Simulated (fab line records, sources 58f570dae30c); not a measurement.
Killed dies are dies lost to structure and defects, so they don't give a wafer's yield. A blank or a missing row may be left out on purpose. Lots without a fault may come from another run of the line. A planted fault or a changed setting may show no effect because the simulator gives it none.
A struck lot beside a sound one | flow berkeley_cmos170 | 21 steps out of a route of 331
Sound: wafers L350.1, L350.3, L350.5. Struck: wafers L361.4, L361.5, L361.6. The cause comes at the end.
At each step with rows: each side's tool, then ch and its chambers, then its first start. Under that, the readings that differ: sound wafers | struck wafers | difference of the means | sigmas: that difference in standard deviations of wafers without a fault.
alike: readings whose means differ by less than 2 such deviations, and words and numbers that are the same on both sides. not compared: withheld readings, readings that some wafer has no value for, bounds like >300 that may hide the same value, and numbers for which the record gives no deviation and whose values overlap.
The two part at a step that has a row with sigmas, a row that says differs or no value, or rows on one side only. Numbers that don't overlap but have no deviation are shown without sigmas and don't part them. A reading that every wafer of one side lacks parts them only if that side has two wafers or more.

first, 2 steps without rows for these wafers: UCB170_NLDD_IMPLANT_08; UCB170_NLDD_IMPLANT_09.
UCB170_NLDD_STRIP_10: strips in O2.
  sound on plasma_asher-02 ch 0,1, day 8 00:58; struck on plasma_asher-03 ch 0,1, day 9 15:43
  alike: drypump_motor_current_A, oes_product_au, strip_time_to_endpoint_s
  not compared: rf_hours_counter_h
UCB170_NLDD_TW_MEAS_11:
  sound on film_metro-01, day 8 01:04; struck on film_metro-01, day 9 15:49
  alike: NLDD_TW
then, 1 step without rows for these wafers: UCB170_NLDD_CLEAN_12 (cleans in SPM, time 600 s).
UCB170_SPACER_CVD_00: deposits SiO2 from TEOS/O2, target thk 376 nm, time 47 s.
  sound on pecvd-03 ch 1,2, day 8 03:41; struck on pecvd-03 ch 0,1,2, day 9 16:03
  alike: heater_power_w, pressure_mtorr
UCB170_SPACER_THK_MEAS_01:
  sound on film_metro-02, day 8 03:43; struck on film_metro-04, day 9 16:07
  alike: SPACER_TEOS_THK
then, 1 step without rows for these wafers: UCB170_SPACER_ANNEAL_02 (time 1800 s).
UCB170_SPACER_ETCHBACK_03: etches SiO2 in CHF3/CF4/Ar, stops on Si, target depth 376 nm, time 100 s.
  sound on rie_diel-04 ch 0,1,2, day 8 06:30; struck on rie_diel-01 ch 1,2, day 9 21:27
  alike: drypump_motor_current_A, oes_product_au, throttle_valve_pct
  not compared: rf_hours_counter_h
then, 3 steps without rows for these wafers: UCB170_PSD_HMDS_00 (prime time 60 s); UCB170_PSD_COAT_01 (resist thk 900 nm); UCB170_PSD_SOFTBAKE_02 (time 60 s).
UCB170_PSD_EXPOSE_03: exposes mask PSELECT MOD, target cd 1200 nm.
  sound on krf_scanner-02 ch 0, day 8 07:09; struck on krf_scanner-02 ch 0, day 9 22:10
  reading | sound                                     | struck                                    | difference | sigmas
  mask    | PSELECT_MOD#0 PSELECT_MOD#0 PSELECT_MOD#0 | NSELECT_MOD#0 NSELECT_MOD#0 NSELECT_MOD#0 | differs    |
UCB170_PSD_PEB_04:
  sound on litho_track-03 ch 0, day 8 07:16; struck on litho_track-03 ch 0, day 9 22:30
  alike: plate_sensor_t_centre_C, plate_sensor_t_edge_C
then, 1 step without rows for these wafers: UCB170_PSD_DEVELOP_05 (develop time 45 s).
UCB170_PSD_CD_MEAS_06: target cd 1200 nm.
  sound on cd_sem-02, day 8 07:32; struck on cd_sem-02, day 9 22:46
  reading    | sound                | struck | difference                    | sigmas
  cd_nm (nm) | 1199.2 1198.3 1198.1 | - - -  | no value on the struck wafers |
UCB170_PSD_OVL_MEAS_07:
  sound on overlay-02, day 8 07:40; struck on overlay-02, day 9 22:50
  reading      | sound     | struck | difference                    | sigmas
  PSD_OVL (nm) | -5 -8 -11 | - - -  | no value on the struck wafers |
then, 1 step without rows for these wafers: UCB170_PSD_IMPLANT_08.
UCB170_PSD_STRIP_09: strips in O2.
  sound on plasma_asher-03 ch 0,1, day 8 07:51; struck on plasma_asher-04 ch 0,1, day 9 23:02
  alike: drypump_motor_current_A, oes_product_au, strip_time_to_endpoint_s
  not compared: rf_hours_counter_h
UCB170_PSD_TW_MEAS_10:
  sound on film_metro-02, day 8 07:57; struck on film_metro-02, day 9 23:08
  reading | sound          | struck   | difference | sigmas
  PSD_TW  | 2304 2299 2303 | 29 30 30 | -2272      | -99 or more
then, 1 step without rows for these wafers: UCB170_PSD_CLEAN_11 (cleans in SPM, time 600 s).

WHERE THEY PART
First at UCB170_PSD_EXPOSE_03; last, within this record, at UCB170_PSD_TW_MEAS_10.

WHY: what the simulator had put in
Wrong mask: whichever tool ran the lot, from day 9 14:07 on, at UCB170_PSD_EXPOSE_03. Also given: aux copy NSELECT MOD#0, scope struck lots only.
